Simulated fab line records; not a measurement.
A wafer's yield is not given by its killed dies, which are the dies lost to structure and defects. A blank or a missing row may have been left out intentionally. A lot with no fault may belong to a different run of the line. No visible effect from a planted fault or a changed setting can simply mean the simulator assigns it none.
Split-lot trial	flow rit-cmos	23 wafers read from 5 lots, route of 202 steps

== THE SPLIT ITSELF ==
At RIT_M1_DEVELOP_08 (develop time 68 s), the setting develop-time-s was moved away from the recipe's 68 s on 9 of the 23 wafers read, by -14.7% to +11.9%. The other wafers ran this setting at the recipe's value.

== FROM THE SPLIT TO THE READING: what the file shows between them, 4 steps ==
- RIT_M1_CD_MEAS_09: target cd 2600 nm
- RIT_M1_METAL_ETCH_12: etches Al in Cl2/BCl3, stops on SiO2, time 165 s, target depth 600 nm (also split here: rf-w)
- RIT_M1_STRIP_13: strips in nmp, time 600 s
- RIT_M1_STRIP_14: strips in O2, time 180 s

== THE READING ==
cd-nm at RIT_M1_CD_MEAS_90, given in nm (cd target 2600 nm). Fault-free wafers of this fab line usually give 2599.6 nm, standard deviation 2.7 nm.

wafer	tool, chamber at the split	develop-time-s as run, s	against the recipe	cd-nm, nm	against lot-mates on the recipe
L075.1	litho-track-01, 0	68	recipe	2597.7	-
L075.3	litho-track-01, 0	57.98	-14.7%	2613.5	+13.8
L075.4	litho-track-01, 0	68	recipe	2601.3	-
L075.5	litho-track-01, 0	68	recipe	2600.0	-
L075.6	litho-track-01, 0	57.98	-14.7%	2615.3	+15.6
L079.2	litho-track-01, 0	68	recipe	2603.7	-
L079.3	litho-track-01, 0	68	recipe	2603.8	-
L079.4	litho-track-01, 0	68	recipe	2605.6	-
L079.5	litho-track-01, 0	72.28	+6.3%	2598.8	-5.6
L079.6	litho-track-01, 0	72.28	+6.3%	2597.1	-7.3
L080.1	litho-track-01, 0	68	recipe	2602.1	-
L080.2	litho-track-01, 0	68	recipe	2595.9	-
L080.3	litho-track-01, 0	71.11	+4.6%	2596.3	-2.7
L080.5	litho-track-01, 0	71.11	+4.6%	2594.9	-4.1
L080.6	litho-track-01, 0	71.11	+4.6%	2590.3	-8.7
L082.1	litho-track-01, 0	76.07	+11.9%	2593.5	-10.7
L082.2	litho-track-01, 0	68	recipe	2602.3	-
L082.4	litho-track-01, 0	76.07	+11.9%	2594.0	-10.2
L082.5	litho-track-01, 0	68	recipe	2603.0	-
L082.6	litho-track-01, 0	68	recipe	2607.3	-
L084.2	litho-track-03, 0	68	recipe	2599.0	-
L084.4	litho-track-03, 0	68	recipe	2595.9	-
L084.6	litho-track-03, 0	68	recipe	2598.5	-

THE FIT
A straight line over all 23 wafers: cd-nm changes by -0.824 nm for each +1% of develop-time-s; r = -0.84; the points scatter about the line by 3.4 nm.
The same after taking each lot's own level away (the mean of its wafers on the recipe; 23 wafers): -0.972 nm for each +1%; r = -0.96; scatter 1.9 nm.
Per that fit: largest develop-time-s move, reading shift of 14 nm.
From 2597.80 to 2604.37 nm: that is the span of the lots' own levels, equal to 2.4 times the standard deviation above.
In other words, the slope is changed by the lot-to-lot level; the two fits disagree.
Check: +14.6 nm against its lot-mates is what the line predicts for one of the wafers moved furthest among these (-14.7%) when that wafer is left out of the fit. It came out at +13.8 nm against them.

== THESE WAFERS: OTHER SPLITS ==
Note: prior to the reading, these wafers also went through further splits. Each is held against what the fit with the lots' levels taken away leaves over:
other split on the same wafers	wafers away from the commonest value	r with cd-nm (lot level and that fit taken away)
RIT_PSD_IMPLANT_08 energy-kev	11	-0.20
RIT_CONTACT_CVD_00 time-s	9	+0.22
RIT_CONTACT_DEVELOP_07 develop-time-s	9	-0.43
RIT_M1_SPUTTER_00 power-w	10	-0.17
RIT_M1_METAL_ETCH_12 rf-w	7	-0.28

== THE WHOLE CHAIN: every reading that the file lists as answering this split, in the file's order ==
step	what it does	reading	change (the file's fit)	r (the file's)
RIT_M1_CD_MEAS_09	target cd 2600 nm	cd-nm	-0.969 nm for each +1% of the setting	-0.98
RIT_M1_CD_MEAS_90	target cd 2600 nm	cd-nm	-0.967 nm for each +1% of the setting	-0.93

== FILE'S OWN FIT ==
cd-nm changes by -0.967 nm for each +1% of develop-time-s, r = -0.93.
